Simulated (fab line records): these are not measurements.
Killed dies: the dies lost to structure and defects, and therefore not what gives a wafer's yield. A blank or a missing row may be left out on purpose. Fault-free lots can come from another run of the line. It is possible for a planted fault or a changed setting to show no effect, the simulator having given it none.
Problem report in the 8D (eight disciplines) form, filled by code | flow rit_cmos | the parts of the form that need people (team, actions taken, sign-off) are left out

1. PROBLEM STATEMENT
Across 6 wafers from 2 lots, ACTIVE_OXIDE_THK at RIT_ACTIVE_THK_MEAS_02 averages 36.9 nm, while fault-free wafers read 46.3 nm with a standard deviation of 0.83. Measured from the usual mean, that is -11 standard deviations.
Earliest sighting: wafer L941.1 on film_metro-03 at day 4 05:03. The record has a number at this step for 42 wafers belonging to 14 lots. Rule for "out" (also "out of limits"): further than 4 standard deviations from the usual mean. All remaining wafers that have a number are taken as sound.

2. WHAT THIS IS AND IS NOT
question                    | is                           | is not
which readings at this step | ACTIVE_OXIDE_THK             | -
which lots                  | L941, L944                   | L928, L929, L930, L931, L934, L936, L938, L939, L940, L947, L950, L951
which wafers of those lots  | all that have a number       | -
read on which gauges        | film_metro-03, film_metro-04 | film_metro-01
when                        | from day 4 05:03             | up to then (27 sound wafers); but 9 sound wafers of L947, L950, L951 came after

3. WHAT RULES OUT EACH SUSPECT
Counting: any tool at a process step up to the reading is kept as a suspect provided that every lot that is out went through it and no sound lot did after the first of them.
- ruled out: the gauge at RIT_ACTIVE_THK_MEAS_02. 2 gauges (film_metro-03, film_metro-04) read the wafers that are out.
- furnace-01 at RIT_ACTIVE_OXIDATION_01 (target thk 46.8 nm, ox time 3360 s): kept. It ran every lot that is out, first L941 (day 4 03:07), and no sound lot after that; its last sound lot up to then is L940 (day 3 22:07). Out on those wafers are its own readings of spike_tc_centre_C, spike_tc_load_C, spike_tc_source_C, tube_center_temp_C, tube_center_temp_C_max.
After counting, what remains is furnace-01 at RIT_ACTIVE_OXIDATION_01.

4. THE CAUSE (what the simulator had put in)
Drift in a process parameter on furnace-01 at RIT_ACTIVE_OXIDATION_01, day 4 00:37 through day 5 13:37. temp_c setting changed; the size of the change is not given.
Only this tool survived the counting.

5. THE CHAIN OF EFFECTS, in route order
Each row: a reading whose mean over the struck wafers that have a number lies more than 3 standard deviations from the usual. Scope: only readings with a usual standard deviation given in the record; hours: median across lots of the time from each lot's start at the first step in this table that gives one to its start at this step; sigmas: change in usual standard deviations.
hours | step                    | reading                | usual    | on struck wafers | change | sigmas
0     | RIT_ACTIVE_OXIDATION_01 | spike_tc_centre_C      | 1002.8 C | 975.4            | -27.4  | -14
0     | RIT_ACTIVE_OXIDATION_01 | spike_tc_load_C        | 1027 C   | 1005             | -22    | -5.9
0     | RIT_ACTIVE_OXIDATION_01 | spike_tc_source_C      | 1027.1 C | 998.7            | -28.4  | -15
0     | RIT_ACTIVE_OXIDATION_01 | tube_center_temp_C     | 1000 C   | 975              | -25    | -99 or more
0     | RIT_ACTIVE_OXIDATION_01 | tube_center_temp_C_max | 1002.6   | 977.3            | -25.3  | -59
2     | RIT_ACTIVE_THK_MEAS_02  | ACTIVE_OXIDE_THK       | 46.3 nm  | 36.9             | -9.4   | -11
Here are the process steps it includes:
- RIT_ACTIVE_OXIDATION_01: target thk 46.8 nm, ox time 3360 s.

6. HOW IT WOULD HAVE BEEN CAUGHT EARLIER
4 hours passed between the start of the fault at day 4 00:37 and the first reading out of limits at a measuring or inspecting step in this record, taken at day 4 05:03.
The tool's own readings at RIT_ACTIVE_OXIDATION_01 were out on every struck wafer that the step has a row for (spike_tc_centre_C, spike_tc_load_C, spike_tc_source_C, tube_center_temp_C, tube_center_temp_C_max): an alarm limit on them would have fired on the first of those.
Lots out: 2; of these, L944 started RIT_ACTIVE_OXIDATION_01 on furnace-01 after day 4 05:03. A tool hold placed at that time would have kept it from harm.
